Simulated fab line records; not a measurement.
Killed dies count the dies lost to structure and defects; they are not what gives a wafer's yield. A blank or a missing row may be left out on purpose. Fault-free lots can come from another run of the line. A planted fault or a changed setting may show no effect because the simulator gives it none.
fab line records ; flow ritCmos
record lots=7; wafers=21; lastDay=7
route steps=202 shown NWELL@29 PWELL@39 M1@202
lots that met no fault: taken from a fault-free run of the same line
startH: hours from the record's opening day to when the first of the lot's shown wafers began ; waitH: time in hours since the lot's previous step ; " the same as in the row above ; L1.1+2: several wafers, shown together as one row ; - no value, or no start was given ; * or withheld: withheld ; < > ~ a bound
route shown NAME@n: a module of which the file shows steps, and the number in the route of the first ; usual: the fault-free wafers' mean and standard deviation ; same: alike in all rows ; chamber/n: place in a boat ; sites: each site's reading ; _std_site: their standard deviation ; _edge_site: inner sites' mean taken away from outer sites' mean ; radiusMm: for every site, how far away it sits from the centre of the wafer ; mask NAME#n: copy n ; behind: tool/chamber where the wafer was last shaped ; hold: why the lot was held/for how many hours/how that ended ; device: whichever transistor did not switch (one of n, p or np) ; end of line: the same wafers' tests at the end of the route ; where a step has no rows: the recipe by itself ; killed: not the wafer's yield, but the dies lost to structure and defects at the first sort ; map: per-die view of a wafer (x killed, . not killed, _ where there is no die)
set.NAME: the setting as run; set.NAME@STEP: as run at that earlier step ; model.NAME: the simulator's own value behind a step, which no gauge read
a table for each step, a row for each wafer; lots at some steps of the route
services: when a tool's chamber went out of use (startH, in hours from the record's first day, below 0 if earlier), for how many hours, and the reason
## steps
# step RIT_NWELL_COAT_01
# recipe resist=NOVOLAK; spinRpm=2000; resistThkNm=1300
# step RIT_NWELL_SOFTBAKE_02
# recipe resist=NOVOLAK; tempC=90; timeS=60
# step RIT_NWELL_EXPOSE_03
# recipe maskId=M2; na=0.57; targetCdNm=43900; doseMj=250
# step RIT_NWELL_PEB_04
# recipe resist=NOVOLAK; tempC=withheld; timeS=withheld
# step RIT_NWELL_DEVELOP_05
# recipe resist=NOVOLAK; developTimeS=68; devTempC=23
# step RIT_NWELL_OVL_MEAS_06
# usual NWELL_OVL=0.4/1.4
lot.wafer;tool;chamber;startH;waitH;NWELL_OVL[nm]
L664.1;overlay-02;-;48.57;-;-1.5
L664.5;overlay-02;-;48.57;-;-0.9
L664.6;overlay-02;-;48.57;-;1.3
L665.1;overlay-02;-;53.08;-;0.5
L665.4;overlay-02;-;53.08;-;0.3
L665.6;overlay-02;-;53.08;-;0.5
L671.2;overlay-02;-;81.70;-;-1.4
L671.4;overlay-02;-;81.70;-;-0.7
L671.6;overlay-02;-;81.70;-;-1.5
L672.2;overlay-01;-;86.83;-;1.4
L672.3;overlay-01;-;86.83;-;-0.3
L672.6;overlay-01;-;86.83;-;1.4
L673.1;overlay-01;-;91.70;-;-0.7
L673.2;overlay-01;-;91.70;-;-2.4
L673.6;overlay-01;-;91.70;-;-0.7
L674.1;overlay-02;-;98.90;-;-0.9
L674.5;overlay-02;-;98.90;-;-2.4
L674.6;overlay-02;-;98.90;-;-0.4
L680.1;overlay-02;-;126.16;-;0.4
L680.4;overlay-02;-;126.16;-;0.6
L680.5;overlay-02;-;126.16;-;0.8
# step RIT_NWELL_HARDBAKE_07
# recipe resist=NOVOLAK; tempC=140; timeS=120
# step RIT_NWELL_IMPLANT_08
# recipe species=P; energyKev=170; doseCm2=5e+13; tiltDeg=7
# step RIT_NWELL_STRIP_09
# recipe chemistry=O2; timeS=180; resist=NOVOLAK; platenTempC=withheld; powerW=500; pressureMtorr=4000; o2FlowSccm=4000
# usual drypumpMotorCurrentA=5.6/0.33
lot.wafer;tool;chamber;startH;waitH;drypumpMotorCurrentA;rfHoursCounterH
L664.1;plasmaAsher-02;0;49.01;0.1;5.2;41
L664.5;plasmaAsher-02;0;49.01;0.1;5.2;-
L664.6;plasmaAsher-02;1;49.01;0.1;6.0;-
L665.1;plasmaAsher-03;1;53.52;0.1;6.0;39
L665.4;plasmaAsher-03;1;53.52;0.1;6.0;-
L665.6;plasmaAsher-03;1;53.52;0.1;6.0;-
L671.2;plasmaAsher-01;0;82.13;0.1;5.3;45
L671.4;plasmaAsher-01;0;82.13;0.1;5.3;-
L671.6;plasmaAsher-01;1;82.13;0.1;5.5;-
L672.2;plasmaAsher-03;0;87.36;0.1;5.6;43
L672.3;plasmaAsher-03;0;87.36;0.1;5.5;-
L672.6;plasmaAsher-03;0;87.36;0.1;5.5;-
L673.1;plasmaAsher-03;0;92.14;0.1;5.5;43
L673.2;plasmaAsher-03;1;92.14;0.1;6.0;43
L673.6;plasmaAsher-03;0;92.14;0.1;5.5;-
L674.1;plasmaAsher-02;0;99.34;0.1;5.2;46
L674.5;plasmaAsher-02;0;99.34;0.1;5.1;-
L674.6;plasmaAsher-02;1;99.34;0.1;6.1;-
L680.1;plasmaAsher-01;1;126.60;0.1;5.5;1
L680.4;plasmaAsher-01;0;126.60;0.1;5.3;-
L680.5;plasmaAsher-01;0;126.60;0.1;5.3;-
# step RIT_NWELL_TW_MEAS_10
# usual NWELL_TW=2148/12
lot.wafer;tool;chamber;startH;waitH;NWELL_TW
L664.1;filmMetro-01;-;49.19;0.1;2149
L664.5;filmMetro-01;-;49.19;0.1;2154
L664.6;filmMetro-01;-;49.19;0.1;2159
L665.1;filmMetro-04;-;53.69;0.1;2160
L665.4;filmMetro-04;-;53.69;0.1;2149
L665.6;filmMetro-04;-;53.69;0.1;2147
L671.2;filmMetro-04;-;82.31;0.1;2156
L671.4;filmMetro-04;-;82.31;0.1;2157
L671.6;filmMetro-04;-;82.31;0.1;2157
L672.2;filmMetro-01;-;87.55;0.1;2134
L672.3;filmMetro-01;-;87.55;0.1;2144
L672.6;filmMetro-01;-;87.55;0.1;2127
L673.1;filmMetro-02;-;92.31;0.1;2141
L673.2;filmMetro-02;-;92.31;0.1;2122
L673.6;filmMetro-02;-;92.31;0.1;2149
L674.1;filmMetro-02;-;99.51;0.1;2173
L674.5;filmMetro-02;-;99.51;0.1;2170
L674.6;filmMetro-02;-;99.51;0.1;2171
L680.1;filmMetro-02;-;126.78;0.1;2157
L680.4;filmMetro-02;-;126.78;0.1;2154
L680.5;filmMetro-02;-;126.78;0.1;2158
# step RIT_PWELL_HMDS_00
# recipe primeTimeS=60; primeTempC=140
# step RIT_PWELL_COAT_01
# recipe resist=NOVOLAK; spinRpm=2000; resistThkNm=1300
# step RIT_PWELL_SOFTBAKE_02
# recipe resist=NOVOLAK; tempC=90; timeS=60
# usual heaterPowerTotalW=34.56/0.044; plateTempC=89.95/0.13
lot.wafer;tool;chamber;startH;waitH;heaterPowerTotalW;plateTempC;model.NOVOLAK_of_PWELL_COAT_01.thkNm
L664.1;lithoTrack-03;0;49.55;0.1;34.60;89.71;1303
L664.5;lithoTrack-03;0;49.55;0.1;34.58;89.88;1303
L664.6;lithoTrack-03;0;49.55;0.1;34.65;89.91;1306
L665.1;lithoTrack-02;0;54.05;0.1;34.60;90.01;1302
L665.4;lithoTrack-02;0;54.05;0.1;34.55;89.98;1298
L665.6;lithoTrack-02;0;54.05;0.1;34.56;89.98;1306
L671.2;lithoTrack-03;0;82.79;0.1;34.55;89.93;1306
L671.4;lithoTrack-03;0;82.79;0.1;34.57;89.92;1299
L671.6;lithoTrack-03;0;82.79;0.1;34.50;89.95;1301
L672.2;lithoTrack-02;0;87.92;0.1;38.41;97.22;1270
L672.3;lithoTrack-02;0;87.92;0.1;38.46;97.07;1273
L672.6;lithoTrack-02;0;87.92;0.1;38.51;97.13;1274
L673.1;lithoTrack-02;0;92.67;0.1;38.42;97.25;1273
L673.2;lithoTrack-02;0;92.67;0.1;38.43;97.21;1273
L673.6;lithoTrack-02;0;92.67;0.1;38.54;97.21;1273
L674.1;lithoTrack-02;0;99.87;0.1;38.52;97.03;1269
L674.5;lithoTrack-02;0;99.87;0.1;38.52;97.12;1267
L674.6;lithoTrack-02;0;99.87;0.1;38.50;97.24;1268
L680.1;lithoTrack-03;0;127.15;0.1;34.49;90.03;1299
L680.4;lithoTrack-03;0;127.15;0.1;34.58;90.06;1301
L680.5;lithoTrack-03;0;127.15;0.1;34.56;90.11;1300
# step RIT_PWELL_EXPOSE_03
# recipe maskId=M3; na=0.57; targetCdNm=43700; doseMj=250
# step RIT_PWELL_PEB_04
# recipe resist=NOVOLAK; tempC=withheld; timeS=withheld
# step RIT_PWELL_DEVELOP_05
# recipe resist=NOVOLAK; developTimeS=68; devTempC=23
lot.wafer;tool;chamber;startH;waitH;model.NOVOLAK_of_PWELL_COAT_01.thkNm
L664.1+5;lithoTrack-04;0;-;-;1302
L664.6;lithoTrack-04;0;-;-;1305
L665.1;lithoTrack-03;0;-;-;1302
L665.4;lithoTrack-03;0;-;-;1297
L665.6;lithoTrack-03;0;-;-;1305
L671.2;lithoTrack-04;0;-;-;1305
L671.4;lithoTrack-04;0;-;-;1299
L671.6;lithoTrack-04;0;-;-;1301
L672.2;lithoTrack-02;0;-;-;1270
L672.3;lithoTrack-02;0;-;-;1273
L672.6;lithoTrack-02;0;-;-;1274
L673.1+6;lithoTrack-04;0;-;-;1272
L673.2;lithoTrack-04;0;-;-;1273
L674.1+6;lithoTrack-02;0;-;-;1268
L674.5;lithoTrack-02;0;-;-;1267
L680.1;lithoTrack-03;0;-;-;1299
L680.4;lithoTrack-03;0;-;-;1301
L680.5;lithoTrack-03;0;-;-;1300
# step RIT_PWELL_OVL_MEAS_06
# usual PWELL_OVL=0.2/1.4
lot.wafer;tool;chamber;startH;waitH;PWELL_OVL[nm]
L664.1;overlay-01;-;50.13;-;-0.9
L664.5;overlay-01;-;50.13;-;-2.2
L664.6;overlay-01;-;50.13;-;-2.4
L665.1;overlay-01;-;54.80;-;0.0
L665.4;overlay-01;-;54.80;-;1.2
L665.6;overlay-01;-;54.80;-;1.5
L671.2;overlay-02;-;83.47;-;-0.5
L671.4;overlay-02;-;83.47;-;1.3
L671.6;overlay-02;-;83.47;-;0.7
L672.2;overlay-02;-;88.61;-;1.1
L672.3;overlay-02;-;88.61;-;1.0
L672.6;overlay-02;-;88.61;-;0.7
L673.1;overlay-01;-;93.25;-;3.3
L673.2;overlay-01;-;93.25;-;2.2
L673.6;overlay-01;-;93.25;-;3.2
L674.1;overlay-01;-;100.45;-;0.7
L674.5;overlay-01;-;100.45;-;0.4
L674.6;overlay-01;-;100.45;-;1.4
L680.1;overlay-01;-;127.87;-;-0.5
L680.4;overlay-01;-;127.87;-;0.2
L680.5;overlay-01;-;127.87;-;-0.8
# step RIT_M1_PROBE_99
# usual killedAtContacts=0.1/0.27; killedAtFrontEnd=7/3.1; killedDies=7/3.1; killedOpen=3.3/2.1; killedShort=3.5/2
# same grossDies=264; killed_at_M0_to_M3=0; killed_at_M4_up=0; killedAtBackSide=0; killedAtOther=0
lot.wafer;tool;chamber;startH;waitH;killedAtContacts;killedAtFrontEnd;killedDies;killedOpen;killedShort
L664.1;prober-01;-;88.04;0.1;0;9;9;1;8
L664.5;prober-01;-;88.24;0.2;0;5;5;2;3
L664.6;prober-01;-;88.29;0.2;0;5;5;3;2
L665.1;prober-02;-;92.44;0.1;0;11;11;7;3
L665.4;prober-02;-;92.59;0.2;0;6;6;2;4
L665.6;prober-02;-;92.69;0.2;1;11;12;8;4
L671.2;prober-02;-;122.37;0.1;0;9;9;5;4
L671.4;prober-02;-;122.47;0.2;1;2;3;3;0
L671.6;prober-02;-;122.57;0.2;0;8;8;5;3
L673.1;prober-02;-;132.27;0.1;0;12;12;9;3
L673.2;prober-02;-;132.32;0.1;0;13;13;7;6
L673.6;prober-02;-;132.52;0.2;0;3;3;2;1
# killed by level:class
L664.1 GATE:geometricParticle:short=5 FOX1:geometricParticle:short=2 REOX:geometricParticle:short=1 SPACER:geometricParticle:open=1
L664.5 FOX1:geometricParticle:short=2 FOX1:geometricParticle:open=1 GATE:geometricParticle:short=1 SILICIDE:geometricParticle:open=1
L664.6 GATE:geometricParticle:open=2 FOX1:geometricParticle:open=1 FOX1:geometricParticle:short=1 SPACER:geometricParticle:short=1
L665.1 FOX1:geometricParticle:open=3 GATE:geometricParticle:open=3 GATE:geometricParticle:short=2 SILICIDE:geometricParticle:short=1 SILICIDE:geometricParticle:open=1 NWELL:coatMicrobubblePrinted=1
L665.4 GATE:geometricParticle:short=2 FOX1:geometricParticle:short=1 FOX2:geometricParticle:open=1 GATE:geometricParticle:open=1 SPACER:geometricParticle:short=1
L665.6 GATE:geometricParticle:open=3 FOX2:geometricParticle:open=2 SPACER:geometricParticle:short=2 FOX2:geometricParticle:short=1 GATE:geometricParticle:short=1 REOX:geometricParticle:open=1 SILICIDE:geometricParticle:open=1 CONTACT:geometricParticle:open=1
L671.2 GATE:geometricParticle:open=3 SILICIDE:geometricParticle:open=2 SILICIDE:geometricParticle:short=2 FOX1:geometricParticle:short=1 REOX:geometricParticle:short=1
L671.4 GATE:geometricParticle:open=1 REOX:geometricParticle:open=1 CONTACT:geometricParticle:open=1
L671.6 GATE:geometricParticle:open=4 FOX1:geometricParticle:open=1 GATE:geometricParticle:short=1 SPACER:geometricParticle:short=1 SILICIDE:geometricParticle:short=1
L673.1 GATE:geometricParticle:open=3 SILICIDE:geometricParticle:open=3 FOX2:geometricParticle:open=2 GATE:geometricParticle:short=1 REOX:geometricParticle:open=1 SPACER:geometricParticle:short=1 SILICIDE:geometricParticle:short=1
L673.2 FOX2:geometricParticle:open=3 GATE:geometricParticle:short=2 SPACER:geometricParticle:open=2 GATE:geometricParticle:open=2 SPACER:geometricParticle:short=2 FOX1:geometricParticle:short=1 SILICIDE:geometricParticle:short=1
L673.6 REOX:geometricParticle:open=1 SILICIDE:geometricParticle:short=1 SILICIDE:geometricParticle:open=1
## services
tool;chamber;startH;hours;kind
plasmaAsher-01;-;103.58;5.6;repair
plasmaAsher-01;-;109.20;9.0;pm
plasmaAsher-01;0;109.20;9.0;ventCycle
plasmaAsher-01;1;109.20;9.0;ventCycle
plasmaAsher-01;0;118.20;-;clean
plasmaAsher-01;1;118.20;-;clean
## key
firstSign step=RIT_PWELL_SOFTBAKE_02; reading=heaterPowerTotalW; direction=up; sigmas=89; usual=34.56; struck=38.48
effect step=RIT_PWELL_SOFTBAKE_02; reading=plateTempC; direction=up; sigmas=55; usual=*; struck=*
modelEffect step=RIT_PWELL_SOFTBAKE_02; value=NOVOLAK_of_PWELL_COAT_01.thkNm; without=1296; struck=1271
modelEffect step=RIT_PWELL_DEVELOP_05; value=NOVOLAK_of_PWELL_COAT_01.thkNm; without=1296; struck=1271
metAt RIT_PWELL_SOFTBAKE_02
struckWafers L672.2,L672.3,L672.6,L673.1,L673.2,L673.6,L674.1,L674.5,L674.6
testerLeftOut L672,L673,L674
onsetBetween 54.05 87.92
fault kind=processParameterDrift; tool=lithoTrack-02; chamber=-; onsetH=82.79; steps=RIT_PWELL_SOFTBAKE_02; channel=tempC; offset=*; shape=step; endH=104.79; actsIn=*; stated=*
# testerLeftOut: of these lots the tester's yield and bins aren't shown, on N5 and GAA mostly nor the transistor test; their killed dies are dies lost to structure and defects alone, not to doping, threshold or leakage, so they don't give the yield
